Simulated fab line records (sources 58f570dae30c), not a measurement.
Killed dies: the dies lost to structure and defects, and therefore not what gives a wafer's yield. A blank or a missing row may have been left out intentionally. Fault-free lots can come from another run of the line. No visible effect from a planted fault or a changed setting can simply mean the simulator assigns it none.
Lot-split experiment    flow berkeley-cmos170    route with 331 steps; 5 lots, 23 wafers read

== ABOUT THE SPLIT ==
At UCB170_BACKSIDE_COAT_01 (resist thk 900 nm), the setting resist-thk-nm was moved away from the recipe's 900 nm on 7 of the 23 wafers read, by -5.8% to +4.4%. This setting was run at the recipe's value on the other wafers.

The split's own step is where the reading is taken.

== THE READING ==
KrF_of_BACKSIDE_COAT_01.thk-nm (the simulator's own value, which no gauge read), in nm, at UCB170_BACKSIDE_COAT_01 (resist thk 900 nm). There is no usual value for it anywhere in the file. Average 902.4 nm, standard deviation 2.1 nm, over the 16 wafers here run with the recipe.

wafer   tool, chamber at the split  resist-thk-nm as run, nm  against the recipe  KrF_of_BACKSIDE_COAT_01.thk-nm, nm  against lot-mates on the recipe
L077.1  litho-track-02, 0           900                       recipe              905.8                               -
L077.2  litho-track-02, 0           900                       recipe              902.4                               -
L077.3  litho-track-02, 0           939.5                     +4.4%               942.4                               +38.8
L077.4  litho-track-02, 0           939.5                     +4.4%               941                                 +37.4
L077.6  litho-track-02, 0           900                       recipe              902.7                               -
L080.1  litho-track-03, 0           900                       recipe              901.4                               -
L080.2  litho-track-03, 0           900                       recipe              903.2                               -
L080.6  litho-track-03, 0           900                       recipe              905                                 -
L082.1  litho-track-03, 0           900                       recipe              901                                 -
L082.3  litho-track-03, 0           900                       recipe              901.5                               -
L082.4  litho-track-03, 0           847.8                     -5.8%               848.3                               -53.0
L082.6  litho-track-03, 0           847.8                     -5.8%               848.3                               -53.0
L082.5  litho-track-03, 0           847.8                     -5.8%               848.1                               -53.1
L085.1  litho-track-04, 0           900                       recipe              901.2                               -
L085.2  litho-track-04, 0           900                       recipe              900.7                               -
L085.3  litho-track-04, 0           900                       recipe              898.4                               -
L085.4  litho-track-04, 0           900                       recipe              900.1                               -
L085.6  litho-track-04, 0           900                       recipe              900.9                               -
L084.1  litho-track-04, 0           862.5                     -4.2%               864.7                               -39.8
L084.2  litho-track-04, 0           862.5                     -4.2%               864.7                               -39.8
L084.4  litho-track-04, 0           900                       recipe              902.8                               -
L084.5  litho-track-04, 0           900                       recipe              904.3                               -
L084.6  litho-track-04, 0           900                       recipe              906.3                               -

THE FIT
A straight line over all 23 wafers: KrF_of_BACKSIDE_COAT_01.thk-nm changes by +9.18 nm for each +1% of resist-thk-nm; r = +1.00; the points scatter about the line by 1.9 nm.
The same after taking each lot's own level away (the mean of its wafers on the recipe; 23 wafers): +9.08 nm for each +1%; r = +1.00; scatter 1.3 nm.
Per that fit: largest resist-thk-nm move, reading shift of 53 nm.
The lots' own levels span 900.26 to 904.47 nm, that is 2.0 times the standard deviation above.
Hence the lot-to-lot level has little effect on the slope; both slopes agree.
Check: -53.1 nm against its lot-mates is what the line predicts for one of the wafers moved furthest among these (-5.8%) when that wafer is left out of the fit. It came out at -53 nm against them.

== OTHER SPLITS APPLIED TO THESE WAFERS ==
Note: prior to the reading, these wafers also went through further splits. Each is held against what the fit with the lots' levels taken away leaves over:
other split on the same wafers  wafers away from the commonest value  r with KrF_of_BACKSIDE_COAT_01.thk-nm (lot level and that fit taken away)
UCB170_PSD_EXPOSE_03 dose-mj    6                                     -0.06
UCB170_NSD_IMPLANT_08 dose-cm2  7                                     -0.20

== THE WHOLE CHAIN: every reading that the file lists as answering this split, in the file's order ==
step                      what it does       reading                                                                          change (the file's fit)               r (the file's)
UCB170_BACKSIDE_COAT_01   resist thk 900 nm  KrF_of_BACKSIDE_COAT_01.thk-nm (the simulator's own value, which no gauge read)  +9.11 nm for each +1% of the setting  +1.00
UCB170_BACKSIDE_STRIP_03  strips in O2       strip-time-to-endpoint-s                                                         withheld for each +1% of the setting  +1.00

== THE FILE'S OWN FIT ==
KrF_of_BACKSIDE_COAT_01.thk-nm changes by +9.11 nm for each +1% of resist-thk-nm, r = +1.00.
